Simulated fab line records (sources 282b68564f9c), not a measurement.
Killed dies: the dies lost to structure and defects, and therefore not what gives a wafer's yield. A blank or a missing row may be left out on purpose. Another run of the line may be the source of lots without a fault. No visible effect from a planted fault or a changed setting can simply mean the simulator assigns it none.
A single fault, viewed from 2 desks / flow rit cmos / each desk holds nothing but its own numbers, with what lay behind them at the end

## THE TOOL OWNER'S DESK: rie diel-01
The tool's own readings at RIT_SPACER_ETCHBACK_05 (etches Si3N4 in SF6/CHF3, stops on SiO2, target depth 250 nm, time 240 s): means of the sampled wafers that have a number, for each lot that ran on this tool. The brackets show how far a lot's mean lies from the usual mean; more than 4 standard deviations puts the lot out of limits, marked OUT.
Columns: A = SF6_flow_sccm at RIT_SPACER_ETCHBACK_05, usual 30.00 sccm; B = drypump motor current A at RIT_SPACER_ETCHBACK_05, usual 5.5 A; C = oes product au at RIT_SPACER_ETCHBACK_05, usual 0.833 a.u.; D = run length s at RIT_SPACER_ETCHBACK_05, usual 268.3 s; E = throttle valve pct at RIT_SPACER_ETCHBACK_05, usual 10.21 %
lot=L639; first seen here=day 4 06:04; A=30.10; B=5.5; C=0.795; D=276.3 (+18) OUT; E=10.13
lot=L643; first seen here=day 4 23:54; A=30.12; B=5.6; C=0.800; D=276.3 (+18) OUT; E=10.14
lot=L654; first seen here=day 7 07:32; A=29.96; B=5.3; C=0.805; D=268.2; E=10.22
This desk's verdict: out of limits on L639, L643, starting with L639 at day 4 06:04 (run length s at RIT_SPACER_ETCHBACK_05). Within limits: L654.

## AT THE METROLOGY DESK
Means of the sampled wafers that have a number, per lot and without regard to the tool the lot ran on: this is what the gauges read. The brackets show how far a lot's mean lies from the usual mean; more than 4 standard deviations puts the lot out of limits, marked OUT.
Columns: A = PLDD_OVL at RIT_PLDD_OVL_MEAS_06, usual -0.5 nm; B = PLDD_TW at RIT_PLDD_TW_MEAS_10, usual 2354; C = SPACER_NITRIDE_THK at RIT_SPACER_THK_MEAS_04, usual 245.4 nm
lot=L635; first seen here=day 3 01:24; A=-1.8; B=2366; C=246.5
lot=L639; first seen here=day 4 03:10; A=1.4; B=2363; C=245.3
lot=L643; first seen here=day 4 20:57; A=-1.2; B=2354; C=246.6
lot=L647; first seen here=day 5 15:30; A=-2.1; B=2345; C=247.2
lot=L651; first seen here=day 6 09:18; A=-3.1; B=2385; C=247.9
lot=L654; first seen here=day 7 04:34; A=-0.3; B=2363; C=240.4
This desk's verdict: no lot among the 6 shows anything out of limits.

## ALL TOGETHER
The tool owner's desk had the chance to raise an alarm at day 4 06:04 on L639, L643.
At the metrology desk, nothing out of limits was observed.
The metrology desk holds a record of L639, L643, inside its limits.
All the named lots went through RIT_SPACER_ETCHBACK_05 on rie diel-01.

## WHAT THE SIMULATOR PUT IN
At RIT_SPACER_ETCHBACK_05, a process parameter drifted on rie diel-01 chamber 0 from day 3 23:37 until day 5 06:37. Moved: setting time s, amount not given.
Shown lots that were struck: L639, L643.
Delay in hours, fault start to first out-of-limits reading, by desk: the tool owner's desk at 6.
